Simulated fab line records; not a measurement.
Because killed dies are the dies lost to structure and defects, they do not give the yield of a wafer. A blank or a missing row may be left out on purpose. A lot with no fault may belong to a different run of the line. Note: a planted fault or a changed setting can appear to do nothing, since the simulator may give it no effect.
A struck lot beside a sound one :: flow rit cmos :: 26 steps out of a route of 202
Sound: the wafers L113.1, L113.2, L113.3. Struck: wafers L110.1, L110.4, L110.6. At the end, the cause is stated.
For every step that has rows: the tool of each side, followed by ch and its chambers, followed by its first start. Under that, the readings that differ: sound wafers :: struck wafers :: difference of the means :: sigmas: that difference in standard deviations of wafers without a fault.
alike: words and numbers the same on both sides, and readings whose means are apart by under 2 such deviations; not compared: readings that were withheld, readings missing a value for some wafer, numbers with overlapping values and no deviation given by the record, and bounds like >300 which may hide the same value.
Wherever a step has rows on one side only, a row that says differs or no value, or a row with sigmas, the two part there. Non-overlapping numbers with no deviation appear without sigmas and do not part them. A reading that every wafer of one side lacks parts them only if that side has two wafers or more.

first, 2 steps without rows for these wafers: RIT_REOX_CLEAN_02 (cleans in SC2, time 600 s); RIT_REOX_OXIDATION_03 (target thk 25.2 nm, ox time 5580 s).
RIT_REOX_THK_MEAS_04:
  sound on film metro-04 at day 6 15:01; struck on film metro-03 at day 6 01:11
  alike: REOX_OXIDE_THK
then, 6 steps without rows for these wafers: RIT_NLDD_HMDS_00 (prime time 60 s); RIT_NLDD_COAT_01 (resist thk 1000 nm); RIT_NLDD_SOFTBAKE_02 (time 60 s); RIT_NLDD_EXPOSE_03 (exposes mask M7, target cd 40700 nm); RIT_NLDD_PEB_04; RIT_NLDD_DEVELOP_05 (develop time 50 s).
RIT_NLDD_OVL_MEAS_06:
  sound on overlay-01 at day 6 16:03; struck on overlay-01 at day 6 02:13
  alike: NLDD_OVL
then, 2 steps without rows for these wafers: RIT_NLDD_HARDBAKE_07 (time 60 s); RIT_NLDD_IMPLANT_08.
RIT_NLDD_STRIP_09: strips in O2, time 180 s.
  sound on plasma asher-03 ch 0,1, day 6 16:23; struck on plasma asher-01 ch 0, day 6 02:33
  no value came back on the struck wafers for chamber pressure mTorr (mTorr), drypump motor current A (A), time s (s); on the sound wafers chamber pressure mTorr (mTorr) reads 4001 3999 3999
reading: model.NOVOLAK_of_NLDD_COAT_01.thk nm (nm)
sound: 0 0 0
struck: 879.5 880.3 878.7
difference: +879.5
sigmas: 
  not compared: rf hours counter h
RIT_NLDD_TW_MEAS_10:
  sound on film metro-02 at day 6 16:34; struck on film metro-04 at day 6 02:43
  alike: NLDD_TW
then, 6 steps without rows for these wafers: RIT_PLDD_HMDS_00 (prime time 60 s); RIT_PLDD_COAT_01 (resist thk 1000 nm); RIT_PLDD_SOFTBAKE_02 (time 60 s); RIT_PLDD_EXPOSE_03 (exposes mask M8, target cd 40900 nm); RIT_PLDD_PEB_04; RIT_PLDD_DEVELOP_05 (develop time 50 s).
RIT_PLDD_OVL_MEAS_06:
  sound on overlay-01 at day 6 17:36; struck on overlay-01 at day 6 03:46
  alike: PLDD_OVL
then, 2 steps without rows for these wafers: RIT_PLDD_HARDBAKE_07 (time 60 s); RIT_PLDD_IMPLANT_08.
RIT_PLDD_STRIP_09: strips in O2, time 180 s.
  sound on plasma asher-03 ch 0,1, day 6 17:56; struck on plasma asher-03 ch 0,1, day 6 04:05
  alike: chamber pressure mTorr, drypump motor current A
  not compared: rf hours counter h
RIT_PLDD_TW_MEAS_10:
  sound on film metro-04 at day 6 18:07; struck on film metro-02 at day 6 04:16
reading: PLDD_TW
sound: 2350 2340 2328
struck: 30 30 30
difference: -2309
sigmas: -99 or more
then, 1 step without rows for these wafers: RIT_SPACER_CLEAN_00 (cleans in SC1, time 600 s).

WHERE THEY PART
Earliest at RIT_NLDD_STRIP_09; latest, in this record, at RIT_PLDD_TW_MEAS_10.

WHY: whatever the simulator had introduced
Beginning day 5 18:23, the whole step at RIT_NLDD_STRIP_09 was skipped on plasma asher-01. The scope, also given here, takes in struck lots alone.
